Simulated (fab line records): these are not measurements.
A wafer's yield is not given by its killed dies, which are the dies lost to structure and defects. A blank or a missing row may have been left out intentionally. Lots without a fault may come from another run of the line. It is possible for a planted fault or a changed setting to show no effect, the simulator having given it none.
fab line records	flow rit-cmos
record: lots: 7	wafers: 21	last-day: 8
route steps=202 shown SPACER@127 NSD@131 PSD@142 SDANNEAL@153 PLDD@159 M1@202
lots that met no fault: from a run of the same line without faults
start-h: start of the lot's first displayed wafer, in hours after the record's first day	wait-h: hours from the lot's prior step to this one	" as in the row above	L1.1+2: several wafers, shown together as one row	- value missing, or start not given	* or withheld: withheld	< > ~ a bound
route shown NAME@n: a module of which the file shows steps, and the number in the route of the first	usual: the fault-free wafers' mean and standard deviation	same: alike in all rows	chamber/n: place in a boat	sites: per-site readings	_std_site: their standard deviation	_edge_site: outer sites' mean less inner sites'	radius-mm: for every site, how far away it sits from the centre of the wafer	mask NAME#n: copy n	behind: the tool/chamber that last shaped the wafer	hold: why the lot was held/for how many hours/how that ended	device: names the non-switching transistor (n, p or np)	end of line: the same wafers' tests at the end of the route	a step with no rows: only its recipe	killed: at the first sort, the dies lost to defects and structure; wafer yield is something else	map: a wafer's dies, x killed, . not, _ none there
set.NAME: the setting the step ran with; set.NAME@STEP: the setting that earlier step ran with	model.NAME: the simulator's own value behind a step, which no gauge read
certain route steps with their lots: each step a table, each wafer a row
services: when a tool's chamber went out of use (start-h, in hours from the record's first day, below 0 if earlier), for how many hours, and the reason
== steps ==
step: RIT_SPACER_CLEAN_02
recipe: chemistry: SC2	mix: 3:3:50	time-s: 600	temp-c: 75	dry: n2-spin
step: RIT_SPACER_CVD_03
recipe: material: Si3N4	target-thk-nm: 250	temp-c: 810	precursor: SiH2Cl2/NH3	time-s: 3300	pressure-mtorr: 300	sih2cl2-flow-sccm: 60	nh3-flow-sccm: 150
step: RIT_SPACER_THK_MEAS_04
recipe: reads: Si3N4_of_SPACER_CVD_03
usual: SPACER_NITRIDE_THK: 249.0/2.5
lot.wafer	tool	chamber	start-h	wait-h	SPACER_NITRIDE_THK[nm]
L423.1	film-metro-01	-	59.38	0.0	252.3
L423.3	"	-	"	"	252.9
L423.6	"	-	"	"	252.4
L426.2	film-metro-02	-	76.94	0.0	242.9
L426.4	"	-	"	"	242.8
L426.5	"	-	"	"	243.2
L433.1	film-metro-01	-	111.57	0.0	246.3
L433.2	"	-	"	"	248.4
L433.6	"	-	"	"	246.2
L434.2	film-metro-02	-	118.86	0.0	250.0
L434.3	"	-	"	"	249.2
L434.4	"	-	"	"	249.7
L437.4	film-metro-01	-	134.24	0.0	250.6
L437.5	"	-	"	"	251.8
L437.6	"	-	"	"	251.1
L439.1	film-metro-04	-	155.33	0.0	251.6
L439.4	"	-	"	"	250.5
L439.5	"	-	"	"	249.9
L444.1	film-metro-04	-	184.18	0.0	246.7
L444.4	"	-	"	"	245.1
L444.6	"	-	"	"	244.9
step: RIT_SPACER_ETCHBACK_05
recipe: target-depth-a: 2500	SF6_flow_sccm: 30	CHF3_flow_sccm: 30	target: Si3N4	chemistry: SF6/CHF3	pressure-mtorr: 40	rf-w: 250	time-s: 240	stop-on: SiO2
usual: drypump-motor-current-A: 5.4/0.36	oes-product-au: 0.840/0.015	throttle-valve-pct: 10.27/0.15
same: time-s: 240
lot.wafer	tool	chamber	start-h	wait-h	drypump-motor-current-A	oes-product-au	rf-hours-counter-h	throttle-valve-pct
L423.1	rie-diel-03	2	59.44	0.1	5.1	0.829	2	10.35
L423.3	"	0	"	"	5.3	0.832	138	10.05
L423.6	"	0	"	"	5.3	0.841	-	10.04
L426.2	rie-diel-02	0	76.99	0.0	5.4	0.812	69	10.24
L426.4	"	2	"	"	4.7	0.839	-	10.35
L426.5	"	0	"	"	5.4	0.814	-	10.25
L433.1	rie-diel-04	0	111.63	0.1	5.6	0.843	113	10.28
L433.2	"	3	"	"	5.4	0.846	41	10.14
L433.6	"	0	"	"	5.5	0.843	-	10.29
L434.2	rie-diel-04	1	118.91	0.0	5.8	0.835	90	9.99
L434.3	"	2	"	"	6.0	0.839	1	10.26
L434.4	"	0	"	"	5.5	0.852	113	10.28
L437.4	rie-diel-04	2	134.27	0.0	6.1	0.853	1	10.27
L437.5	"	2	"	"	6.1	0.851	-	10.28
L437.6	"	1	"	"	5.8	0.834	-	9.98
L439.1	rie-diel-02	2	155.39	0.1	4.7	0.866	18	10.37
L439.4	"	0	"	"	5.4	0.831	70	10.24
L439.5	"	3	"	"	4.9	0.833	-	10.57
L444.1	rie-diel-04	3	184.24	0.1	5.4	0.845	42	10.12
L444.4	"	1	"	"	5.8	0.822	91	9.98
L444.6	"	0	"	"	5.5	0.845	-	10.28
step: RIT_NSD_HMDS_00
recipe: prime-time-s: 60	prime-temp-c: 140
step: RIT_NSD_COAT_01
recipe: resist: NOVOLAK	spin-rpm: 3250	resist-thk-nm: 1000
step: RIT_NSD_SOFTBAKE_02
recipe: resist: NOVOLAK	temp-c: 90	time-s: 60
step: RIT_NSD_EXPOSE_03
recipe: mask-id: M9	na: 0.57	target-cd-nm: 40700	dose-mj: 250
step: RIT_NSD_PEB_04
recipe: resist: NOVOLAK	temp-c: withheld	time-s: withheld
step: RIT_NSD_DEVELOP_05
recipe: resist: NOVOLAK	develop-time-s: 50	dev-temp-c: 23
step: RIT_NSD_OVL_MEAS_06
usual: NSD_OVL: -0.5/1.2
lot.wafer	tool	chamber	start-h	wait-h	NSD_OVL[nm]
L423.1	overlay-02	-	60.44	-	-0.2
L423.3	"	-	"	"	-2.5
L423.6	"	-	"	"	-1.7
L426.2	overlay-02	-	78.12	-	0.9
L426.4	"	-	"	"	-0.4
L426.5	"	-	"	"	0.2
L433.1	overlay-01	-	112.76	-	-0.8
L433.2	"	-	"	"	-1.1
L433.6	"	-	"	"	-1.7
L434.2	overlay-02	-	120.14	-	0.9
L434.3	"	-	"	"	1.1
L434.4	"	-	"	"	2.7
L437.4	overlay-02	-	135.41	-	1.3
L437.5	"	-	"	"	-0.8
L437.6	"	-	"	"	1.6
L439.1	overlay-02	-	156.43	-	0.1
L439.4	"	-	"	"	-0.3
L439.5	"	-	"	"	0.7
L444.1	overlay-01	-	185.24	-	0.2
L444.4	"	-	"	"	-2.5
L444.6	"	-	"	"	-0.5
step: RIT_NSD_HARDBAKE_07
recipe: resist: NOVOLAK	temp-c: 140	time-s: 60
step: RIT_NSD_IMPLANT_08
recipe: species: P	energy-kev: 25	dose-cm2: 1e+15	tilt-deg: 7
usual: beam-energy-keV: 25.000/0.0072	beam-on-s: 9.99/0.21
lot.wafer	tool	chamber	start-h	wait-h	beam-energy-keV	beam-on-s	model.implant.rp-nm	model.implant.drp-nm
L423.1	implanter-02	0	60.63	0.1	25.010	9.81	33.76	14.84
L423.3	"	0	"	"	24.998	9.99	33.76	14.84
L423.6	"	0	"	"	25.004	9.76	33.76	14.84
L426.2	implanter-04	0	78.32	0.1	24.997	10.10	32.23	14.84
L426.4	"	0	"	"	24.998	10.01	32.23	14.84
L426.5	"	0	"	"	25.002	9.67	32.23	14.84
L433.1	implanter-02	0	112.94	0.1	22.510	9.88	30.55	13.92
L433.2	"	0	"	"	22.497	10.22	30.55	13.92
L433.6	"	0	"	"	22.503	10.04	30.55	13.92
L434.2	implanter-02	0	120.35	0.1	22.516	10.04	31.12	13.92
L434.3	"	0	"	"	22.508	9.87	31.12	13.92
L434.4	"	0	"	"	22.496	9.76	31.12	13.92
L437.4	implanter-02	0	135.65	0.1	22.506	10.20	31.13	13.92
L437.5	"	0	"	"	22.506	10.06	31.13	13.92
L437.6	"	0	"	"	22.505	10.16	31.13	13.92
L439.1	implanter-04	0	156.62	0.1	25.011	9.92	32.35	14.84
L439.4	"	0	"	"	24.999	10.15	32.35	14.84
L439.5	"	0	"	"	25.003	10.58	32.35	14.84
L444.1	implanter-04	0	185.54	0.1	25.000	9.82	32.59	14.84
L444.4	"	0	"	"	24.999	9.87	32.59	14.84
L444.6	"	0	"	"	25.002	9.84	32.59	14.84
step: RIT_NSD_STRIP_09
recipe: chemistry: O2	time-s: 180	resist: NOVOLAK	platen-temp-c: withheld	power-w: 500	pressure-mtorr: 4000	o2-flow-sccm: 4000
usual: drypump-motor-current-A: 5.6/0.44
same: time-s: 180
lot.wafer	tool	chamber	start-h	wait-h	drypump-motor-current-A	rf-hours-counter-h
L423.1	plasma-asher-02	1	60.78	0.1	5.6	40
L423.3	"	0	"	"	5.8	-
L423.6	"	1	"	"	5.6	-
L426.2	plasma-asher-04	1	78.45	0.1	5.9	44
L426.4	"	1	"	"	5.9	-
L426.5	"	1	"	"	5.9	-
L433.1	plasma-asher-01	0	113.09	0.1	4.7	44
L433.2	"	1	"	"	6.0	44
L433.6	"	1	"	"	6.0	-
L434.2	plasma-asher-01	1	120.47	0.1	6.0	45
L434.3	"	0	"	"	4.8	-
L434.4	"	1	"	"	6.0	-
L437.4	plasma-asher-04	1	135.79	0.1	5.9	-
L437.5	"	1	"	"	5.9	-
L437.6	"	0	"	"	5.8	-
L439.1	plasma-asher-01	0	156.77	0.1	4.8	48
L439.4	"	1	"	"	6.0	-
L439.5	"	0	"	"	4.7	-
L444.1	plasma-asher-04	0	185.69	0.1	5.8	6
L444.4	"	1	"	"	5.9	-
L444.6	"	1	"	"	5.9	-
step: RIT_NSD_TW_MEAS_10
usual: NSD_TW: 3132/26
lot.wafer	tool	chamber	start-h	wait-h	hold	NSD_TW
L423.1	film-metro-03	-	60.95	0.1	-	3154
L423.3	"	-	"	"	-	3146
L423.6	"	-	"	"	-	3133
L426.2	film-metro-02	-	78.63	0.1	-	3139
L426.4	"	-	"	"	-	3113
L426.5	"	-	"	"	-	3139
L433.1	film-metro-02	-	113.27	0.1	-	3041
L433.2	"	-	"	"	-	3045
L433.6	"	-	"	"	-	3048
L434.2	film-metro-02	-	120.66	0.1	await-dispo/0.2h/release	3043
L434.3	"	-	"	"	await-dispo/0.2h/release	3049
L434.4	"	-	"	"	await-dispo/0.2h/release	3018
L434.2	film-metro-02	-	120.88	0.2	-	3045
L434.3	"	-	"	"	-	3052
L434.4	"	-	"	"	-	3037
L437.4	film-metro-04	-	135.93	0.1	await-dispo/0.2h/release	3036
L437.5	"	-	"	"	await-dispo/0.2h/release	3021
L437.6	"	-	"	"	await-dispo/0.2h/release	3027
L437.4	film-metro-04	-	136.16	0.2	-	3014
L437.5	"	-	"	"	-	3025
L437.6	"	-	"	"	-	3028
L439.1	film-metro-04	-	156.94	0.1	-	3116
L439.4	"	-	"	"	-	3112
L439.5	"	-	"	"	-	3110
L444.1	film-metro-03	-	185.87	0.1	-	3154
L444.4	"	-	"	"	-	3164
L444.6	"	-	"	"	-	3151
step: RIT_PSD_HMDS_00
recipe: prime-time-s: 60	prime-temp-c: 140
step: RIT_PSD_COAT_01
recipe: resist: NOVOLAK	spin-rpm: 3250	resist-thk-nm: 1000
step: RIT_PSD_SOFTBAKE_02
recipe: resist: NOVOLAK	temp-c: 90	time-s: 60
step: RIT_PSD_EXPOSE_03
recipe: mask-id: M10	na: 0.57	target-cd-nm: 40900	dose-mj: 250
step: RIT_PSD_PEB_04
recipe: resist: NOVOLAK	temp-c: withheld	time-s: withheld
step: RIT_PSD_DEVELOP_05
recipe: resist: NOVOLAK	develop-time-s: 50	dev-temp-c: 23
step: RIT_PSD_OVL_MEAS_06
usual: PSD_OVL: 0.3/1.6
lot.wafer	tool	chamber	start-h	wait-h	PSD_OVL[nm]
L423.1	overlay-02	-	61.86	-	1.4
L423.3	"	-	"	"	0.6
L423.6	"	-	"	"	2.5
L426.2	overlay-02	-	79.54	-	0.8
L426.4	"	-	"	"	-1.2
L426.5	"	-	"	"	0.2
L433.1	overlay-02	-	114.30	-	0.2
L433.2	"	-	"	"	1.7
L433.6	"	-	"	"	1.6
L434.2	overlay-01	-	121.79	-	-1.4
L434.3	"	-	"	"	0.3
L434.4	"	-	"	"	0.2
L437.4	overlay-01	-	143.22	-	-2.6
L437.5	"	-	"	"	-3.4
L437.6	"	-	"	"	-1.6
L439.1	overlay-01	-	157.98	-	1.1
L439.4	"	-	"	"	-0.1
L439.5	"	-	"	"	1.2
L444.1	overlay-01	-	186.78	-	-0.7
L444.4	"	-	"	"	-1.0
L444.6	"	-	"	"	-2.0
step: RIT_PSD_HARDBAKE_07
recipe: resist: NOVOLAK	temp-c: 140	time-s: 60
step: RIT_PSD_IMPLANT_08
recipe: species: BF2	energy-kev: 27	dose-cm2: 5e+15	tilt-deg: 7
step: RIT_PSD_STRIP_09
recipe: chemistry: O2	time-s: 180	resist: NOVOLAK	platen-temp-c: withheld	power-w: 500	pressure-mtorr: 4000	o2-flow-sccm: 4000
usual: drypump-motor-current-A: 5.8/0.46
same: time-s: 180
lot.wafer	tool	chamber	start-h	wait-h	drypump-motor-current-A	rf-hours-counter-h
L423.1	plasma-asher-04	0	62.20	0.1	5.8	43
L423.3	"	0	"	"	5.8	-
L423.6	"	0	"	"	5.8	-
L426.2	plasma-asher-01	0	79.87	0.1	4.7	40
L426.4	"	1	"	"	6.0	-
L426.5	"	1	"	"	6.0	-
L433.1	plasma-asher-03	1	114.64	0.1	5.9	35
L433.2	"	0	"	"	6.4	35
L433.6	"	1	"	"	5.9	-
L434.2	plasma-asher-04	1	122.12	0.1	5.9	0
L434.3	"	0	"	"	5.8	-
L434.4	"	1	"	"	5.9	-
L437.4	plasma-asher-03	1	143.88	0.4	6.0	-
L437.5	"	1	"	"	6.0	-
L437.6	"	0	"	"	6.4	-
L439.1	plasma-asher-03	1	158.32	0.1	6.0	39
L439.4	"	0	"	"	6.4	-
L439.5	"	0	"	"	6.4	-
L444.1	plasma-asher-01	0	187.11	0.1	4.8	51
L444.4	"	0	"	"	4.7	-
L444.6	"	1	"	"	6.0	-
step: RIT_PSD_TW_MEAS_10
usual: PSD_TW: 3430/27
lot.wafer	tool	chamber	start-h	wait-h	PSD_TW
L423.1	film-metro-04	-	62.37	0.1	3427
L423.3	"	-	"	"	3425
L423.6	"	-	"	"	3430
L426.2	film-metro-04	-	80.05	0.1	3424
L426.4	"	-	"	"	3423
L426.5	"	-	"	"	3411
L433.1	film-metro-04	-	114.81	0.1	3419
L433.2	"	-	"	"	3400
L433.6	"	-	"	"	3423
L434.2	film-metro-04	-	122.30	0.1	3406
L434.3	"	-	"	"	3423
L434.4	"	-	"	"	3417
L437.4	film-metro-04	-	144.03	0.1	3398
L437.5	"	-	"	"	3412
L437.6	"	-	"	"	3408
L439.1	film-metro-04	-	158.49	0.1	3425
L439.4	"	-	"	"	3407
L439.5	"	-	"	"	3378
L444.1	film-metro-02	-	187.29	0.1	3412
L444.4	"	-	"	"	3383
L444.6	"	-	"	"	3399
step: RIT_SDANNEAL_CLEAN_00
recipe: chemistry: SC1	mix: 3:3:50	time-s: 600	temp-c: 75
step: RIT_SDANNEAL_CLEAN_01
recipe: chemistry: dHF	dilution: 50:1	time-s: 30
step: RIT_SDANNEAL_CLEAN_02
recipe: chemistry: SC2	mix: 3:3:50	time-s: 600	temp-c: 75	dry: n2-spin
step: RIT_SDANNEAL_RTA_03
recipe: temp-c: 1050	time-s: 5	idle-temp-c: 600	ramp-up-c-per-s: 342	ramp-down-c-per-s: 171	cool-to-c: 600	ambient: N2
usual: wafer_temp_C_max: 1053.6/1.1
same: time-s: 5
lot.wafer	tool	chamber	start-h	wait-h	wafer_temp_C_max
L423.1	rtp-anneal-01	0	62.81	0.0	1053.5
L423.3	"	0	"	"	1053.9
L423.6	"	0	"	"	1053.6
L426.2	rtp-anneal-02	0	80.48	0.0	1054.7
L426.4	"	0	"	"	1051.6
L426.5	"	0	"	"	1053.1
L433.1	rtp-anneal-01	0	115.27	0.0	1054.3
L433.2	"	0	"	"	1054.9
L433.6	"	0	"	"	1054.4
L434.2	rtp-anneal-02	0	122.75	0.0	1052.3
L434.3	"	0	"	"	1052.3
L434.4	"	0	"	"	1054.4
L437.4	rtp-anneal-01	0	144.46	0.0	1052.9
L437.5	"	0	"	"	1052.7
L437.6	"	0	"	"	1053.3
L439.1	rtp-anneal-01	0	158.92	0.0	1054.4
L439.4	"	0	"	"	1053.6
L439.5	"	0	"	"	1054.3
L444.1	rtp-anneal-02	0	187.75	0.0	1052.3
L444.4	"	0	"	"	1055.2
L444.6	"	0	"	"	1054.4
step: RIT_SDANNEAL_RS_MEAS_04
recipe: thk-meas-gauge: four-point-probe
usual: PSD_RS: 116.00/0.29
lot.wafer	tool	chamber	start-h	wait-h	PSD_RS[ohm/sq]
L423.1	film-metro-02	-	62.87	0.0	115.73
L423.3	"	-	"	"	115.41
L423.6	"	-	"	"	115.84
L426.2	film-metro-04	-	80.55	0.1	116.38
L426.4	"	-	"	"	116.12
L426.5	"	-	"	"	116.25
L433.1	film-metro-02	-	115.33	0.0	115.89
L433.2	"	-	"	"	115.62
L433.6	"	-	"	"	116.03
L434.2	film-metro-02	-	122.81	0.1	116.05
L434.3	"	-	"	"	116.09
L434.4	"	-	"	"	115.85
L437.4	film-metro-04	-	144.55	0.1	116.19
L437.5	"	-	"	"	116.03
L437.6	"	-	"	"	116.24
L439.1	film-metro-02	-	158.98	0.0	115.76
L439.4	"	-	"	"	115.89
L439.5	"	-	"	"	115.91
L444.1	film-metro-04	-	187.80	0.0	115.71
L444.4	"	-	"	"	115.70
L444.6	"	-	"	"	115.76
step: RIT_SDANNEAL_RS_MEAS_05
recipe: thk-meas-gauge: four-point-probe
usual: NSD_RS: 84.52/0.29
lot.wafer	tool	chamber	start-h	wait-h	hold	NSD_RS[ohm/sq]
L423.1	film-metro-02	-	62.99	0.1	-	84.83
L423.3	"	-	"	"	-	84.84
L423.6	"	-	"	"	-	84.87
L426.2	film-metro-04	-	80.67	0.1	-	84.35
L426.4	"	-	"	"	-	84.95
L426.5	"	-	"	"	-	84.70
L433.1	film-metro-02	-	115.45	0.1	await-dispo/0.2h/release	85.49
L433.2	"	-	"	"	await-dispo/0.2h/release	85.37
L433.6	"	-	"	"	await-dispo/0.2h/release	85.41
L433.1	film-metro-02	-	115.81	0.3	-	85.59
L433.2	"	-	"	"	-	85.56
L433.6	"	-	"	"	-	85.42
L434.2	film-metro-02	-	122.93	0.1	await-dispo/0.2h/release	86.16
L434.3	"	-	"	"	await-dispo/0.2h/release	86.21
L434.4	"	-	"	"	await-dispo/0.2h/release	86.01
L434.2	film-metro-02	-	123.22	0.3	-	86.06
L434.3	"	-	"	"	-	85.98
L434.4	"	-	"	"	-	86.10
L437.4	film-metro-04	-	144.67	0.1	await-dispo/0.2h/release	85.94
L437.5	"	-	"	"	await-dispo/0.2h/release	85.69
L437.6	"	-	"	"	await-dispo/0.2h/release	85.68
L437.4	film-metro-04	-	144.95	0.3	-	85.79
L437.5	"	-	"	"	-	85.73
L437.6	"	-	"	"	-	85.68
L439.1	film-metro-02	-	159.10	0.1	-	84.42
L439.4	"	-	"	"	-	84.23
L439.5	"	-	"	"	-	84.13
L444.1	film-metro-04	-	187.92	0.1	-	84.95
L444.4	"	-	"	"	-	85.08
L444.6	"	-	"	"	-	84.81
step: RIT_SDANNEAL_RS_MEAS_06
recipe: thk-meas-gauge: four-point-probe
usual: PLDD_RS: 178.8/0.48
lot.wafer	tool	chamber	start-h	wait-h	hold	PLDD_RS[ohm/sq]
L423.1	film-metro-02	-	63.11	0.1	-	178.6
L423.3	"	-	"	"	-	179.1
L423.6	"	-	"	"	-	178.6
L426.2	film-metro-04	-	80.79	0.1	-	178.7
L426.4	"	-	"	"	-	178.4
L426.5	"	-	"	"	-	179.1
L433.1	film-metro-02	-	115.93	0.1	-	179.4
L433.2	"	-	"	"	-	179.7
L433.6	"	-	"	"	-	178.9
L434.2	film-metro-02	-	129.60	6.4	await-dispo/6.3h/release	178.8
L434.3	"	-	"	"	await-dispo/6.3h/release	179.7
L434.4	"	-	"	"	await-dispo/6.3h/release	179.0
L437.4	film-metro-04	-	150.10	5.1	await-dispo/5.0h/release	178.3
L437.5	"	-	"	"	await-dispo/5.0h/release	178.4
L437.6	"	-	"	"	await-dispo/5.0h/release	178.5
L439.1	film-metro-02	-	159.22	0.1	-	178.4
L439.4	"	-	"	"	-	178.6
L439.5	"	-	"	"	-	178.6
L444.1	film-metro-04	-	188.04	0.1	-	178.9
L444.4	"	-	"	"	-	177.7
L444.6	"	-	"	"	-	178.6
step: RIT_M1_PROBE_99
usual: killed_at_M0_to_M3: 0.0/0.083	killed-at-contacts: 0.0/0.22	killed-at-front-end: 6.6/2.7	killed-dies: 6.7/2.7	killed-on-rim: 1.7/1.4	killed-open: 3.4/2	killed-short: 3.2/1.8
same: gross-dies: 264	killed_at_M4_up: 0	killed-at-back-side: 0	killed-at-other: 0
lot.wafer	tool	chamber	start-h	wait-h	killed_at_M0_to_M3	killed-at-contacts	killed-at-front-end	killed-dies	killed-on-rim	killed-open	killed-short
L423.1	prober-02	-	71.24	0.1	0	0	2	2	1	0	2
L423.3	prober-02	-	71.34	0.2	0	1	2	3	1	0	3
L423.6	prober-02	-	71.49	0.2	0	0	2	2	0	0	2
L433.1	prober-02	-	123.78	0.1	0	0	5	5	0	2	3
L433.2	prober-02	-	123.83	0.1	0	0	4	4	1	0	4
L433.6	prober-02	-	124.03	0.2	0	0	5	5	3	0	5
L434.2	prober-01	-	137.27	0.1	0	0	6	6	2	3	3
L434.3	prober-01	-	137.32	0.2	1	0	4	5	3	2	3
L434.4	prober-01	-	137.37	0.2	0	0	6	6	1	2	4
L437.4	prober-02	-	157.36	0.2	0	0	6	6	1	5	1
L437.5	prober-02	-	157.41	0.2	0	1	5	6	0	4	2
L437.6	prober-02	-	157.46	0.2	0	0	5	5	2	2	3
L444.1	prober-01	-	195.09	0.1	0	0	6	6	0	2	4
L444.4	prober-01	-	195.24	0.2	0	0	7	7	1	6	1
L444.6	prober-01	-	195.34	0.2	0	0	6	6	3	4	2
killed by level:class
L423.1 GATE:geometric-particle:short=1 REOX:geometric-particle:short=1
L423.3 GATE:geometric-particle:short=2 CONTACT:geometric-particle:short=1
L423.6 GATE:geometric-particle:short=1 SILICIDE:geometric-particle:short=1
L433.1 GATE:geometric-particle:short=2 FOX1:geometric-particle:short=1 GATE:geometric-particle:open=1 SILICIDE:geometric-particle:open=1
L433.2 FOX1:geometric-particle:short=1 FOX2:geometric-particle:short=1 SPACER:geometric-particle:short=1 SILICIDE:geometric-particle:short=1
L433.6 GATE:geometric-particle:short=2 REOX:geometric-particle:short=2 SPACER:geometric-particle:short=1
L434.2 GATE:geometric-particle:short=2 FOX1:geometric-particle:open=1 FOX2:geometric-particle:open=1 SPACER:geometric-particle:open=1 SILICIDE:geometric-particle:short=1
L434.3 GATE:geometric-particle:short=2 GATE:geometric-particle:open=1 SILICIDE:geometric-particle:open=1 M1:geometric-particle:short=1
L434.4 REOX:geometric-particle:short=3 GATE:geometric-particle:short=1 REOX:geometric-particle:open=1 SPACER:geometric-particle:open=1
L437.4 GATE:geometric-particle:open=4 FOX2:geometric-particle:open=1 SILICIDE:geometric-particle:short=1
L437.5 GATE:geometric-particle:open=2 FOX2:geometric-particle:short=1 FOX2:geometric-particle:open=1 REOX:geometric-particle:open=1 CONTACT:geometric-particle:short=1
L437.6 SILICIDE:geometric-particle:short=2 GATE:geometric-particle:open=1 GATE:geometric-particle:short=1 SILICIDE:geometric-particle:open=1
L444.1 GATE:geometric-particle:open=2 SPACER:geometric-particle:short=2 FOX1:geometric-particle:short=1 GATE:geometric-particle:short=1
L444.4 GATE:geometric-particle:open=5 FOX1:geometric-particle:short=1 FOX1:geometric-particle:open=1
L444.6 FOX1:geometric-particle:open=3 REOX:geometric-particle:short=2 GATE:geometric-particle:open=1
== services ==
tool	chamber	start-h	hours	kind
rie-diel-04	3	43.40	5.6	repair
rie-diel-03	2	55.07	1.8	repair
rie-diel-02	3	55.30	32.9	repair
rie-diel-04	2	63.99	-	clean
rie-diel-04	2	63.99	14.8	scheduled-down
rie-diel-04	2	63.99	14.8	vent-cycle
rie-diel-04	-	78.62	0.8	repair
rie-diel-03	1	81.68	-	clean
rie-diel-03	1	81.68	24.8	scheduled-down
plasma-asher-02	-	83.87	14.6	pm
implanter-04	-	87.31	2.3	repair
rie-diel-02	0	89.08	2.4	repair
plasma-asher-01	-	103.33	0.4	repair
plasma-asher-04	-	108.75	9.0	pm
plasma-asher-04	0	108.75	9.0	vent-cycle
plasma-asher-04	1	108.75	9.0	vent-cycle
plasma-asher-04	0	117.75	-	clean
plasma-asher-04	1	117.75	-	clean
plasma-asher-04	-	146.74	1.6	repair
implanter-04	-	171.25	2.4	repair
plasma-asher-02	-	171.97	1.6	repair
implanter-02	-	177.92	5.7	pm
rie-diel-02	3	180.02	-	clean
rie-diel-02	-	181.56	0.3	repair
== key ==
first-sign: step: RIT_NSD_IMPLANT_08	reading: beam-energy-keV	direction: down	sigmas: 99+	usual: 25.000	struck: 22.505
effect: step: RIT_NSD_TW_MEAS_10	reading: visit	direction: added
effect: step: RIT_SDANNEAL_RS_MEAS_05	reading: visit	direction: added
model-effect: step: RIT_NSD_IMPLANT_08	value: implant.rp-nm	without: 33.21	struck: 30.93
met-at RIT_NSD_IMPLANT_08
struck-wafers L433.1,L433.2,L433.6,L434.2,L434.3,L434.4,L437.4,L437.5,L437.6
tester-left-out L433,L434,L437
onset-between 60.63 112.94
fault: kind: process-parameter-drift	tool: implanter-02	chamber: -	onset-h: 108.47	steps: RIT_NSD_IMPLANT_08	channel: energy-kev	offset: -2.5	shape: step	end-h: 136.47	acts-in: these-recipes-only	stated: 25
tester-left-out: of these lots the tester's yield and bins aren't shown, on N5 and GAA mostly nor the transistor test; their killed dies are dies lost to structure and defects alone, not to doping, threshold or leakage, so they don't give the yield
